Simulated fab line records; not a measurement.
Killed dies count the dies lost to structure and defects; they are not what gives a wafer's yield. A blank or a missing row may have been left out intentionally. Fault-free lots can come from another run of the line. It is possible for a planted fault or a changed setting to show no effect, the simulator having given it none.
Lot-split experiment -- flow ritCmos -- 23 wafers read from 5 lots, route of 202 steps

## THE SPLIT ITSELF
At RIT_NSD_SOFTBAKE_02 (time 60 s), the setting tempC was moved away from the recipe's 90 C on 8 of the 23 wafers read, by -3.9% to +3.4%. All remaining wafers had this setting at the recipe value.

## FROM THE SPLIT TO THE READING: what the file shows between them, 2 steps
- RIT_NSD_EXPOSE_03: exposes mask M9, target cd 40700 nm
- RIT_NSD_PEB_04

## THE READING
NOVOLAK_of_NSD_COAT_01.thkNm (the simulator's own value, which no gauge read), in nm, at RIT_NSD_DEVELOP_05 (develop time 50 s). The file gives no usual value for it. Across the 15 wafers here that went through the recipe, the average is 999.8 nm and the standard deviation 2.3 nm.

wafer,"tool, chamber at the split","tempC as run, C",against the recipe,"NOVOLAK_of_NSD_COAT_01.thkNm, nm",against lot-mates on the recipe
L074.1,"lithoTrack-04, 0",90,recipe,996.2,-
L074.3,"lithoTrack-04, 0",90,recipe,997,-
L074.5,"lithoTrack-04, 0",90,recipe,997.8,-
L075.1,"lithoTrack-04, 0",90,recipe,1001,-
L075.2,"lithoTrack-04, 0",93.06,+3.4%,994.7,-8.3
L075.4,"lithoTrack-04, 0",93.06,+3.4%,995.3,-7.7
L075.5,"lithoTrack-04, 0",90,recipe,1004,-
L075.6,"lithoTrack-04, 0",90,recipe,1004,-
L077.1,"lithoTrack-04, 0",90,recipe,998.3,-
L077.2,"lithoTrack-04, 0",90,recipe,1000,-
L077.4,"lithoTrack-04, 0",90,recipe,1000,-
L077.3,"lithoTrack-04, 0",90,recipe,996.6,-
L077.5,"lithoTrack-04, 0",90,recipe,999.9,-
L081.1,"lithoTrack-03, 0",86.51,-3.9%,1012,+10.5
L081.2,"lithoTrack-03, 0",86.51,-3.9%,1012,+10.5
L081.3,"lithoTrack-03, 0",86.51,-3.9%,1014,+12.5
L081.5,"lithoTrack-03, 0",90,recipe,1001,-
L081.6,"lithoTrack-03, 0",90,recipe,1002,-
L083.1,"lithoTrack-04, 0",91.27,+1.4%,996.7,-3.0
L083.2,"lithoTrack-04, 0",90,recipe,1000,-
L083.3,"lithoTrack-04, 0",91.27,+1.4%,997.2,-2.5
L083.4,"lithoTrack-04, 0",90,recipe,999.4,-
L083.5,"lithoTrack-04, 0",91.27,+1.4%,995.9,-3.8

FIT RESULTS
A straight line over all 23 wafers: NOVOLAK_of_NSD_COAT_01.thkNm changes by -2.63 nm for each +1% of tempC; r = -0.90; the points scatter about the line by 2.5 nm.
The same after taking each lot's own level away (the mean of its wafers on the recipe; 23 wafers): -2.66 nm for each +1%; r = -0.98; scatter 1.1 nm.
That fit puts the effect of the largest move of tempC on the reading at 10 nm.
Measured against the standard deviation above, the lots' own levels, which go from 997.00 to 1003.00 nm, span 2.6 times it.
Hence the lot-to-lot level has little effect on the slope; both slopes agree.
Check: +10.6 nm against its lot-mates is what the line predicts for one of the wafers moved furthest among these (-3.9%) when that wafer is left out of the fit. Against them it came out at +10.5 nm.

## OTHER SPLITS ON THESE WAFERS
Other splits were also applied to these wafers ahead of the reading. Each is held against what the fit with the lots' levels taken away leaves over:
other split on the same wafers,wafers away from the commonest value,r with NOVOLAK_of_NSD_COAT_01.thkNm (lot level and that fit taken away)
RIT_PLDD_HARDBAKE_07 tempC,5,-0.24

## FILE'S OWN FIT
NOVOLAK_of_NSD_COAT_01.thkNm changes by -2.65 nm for each +1% of tempC, r = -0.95.
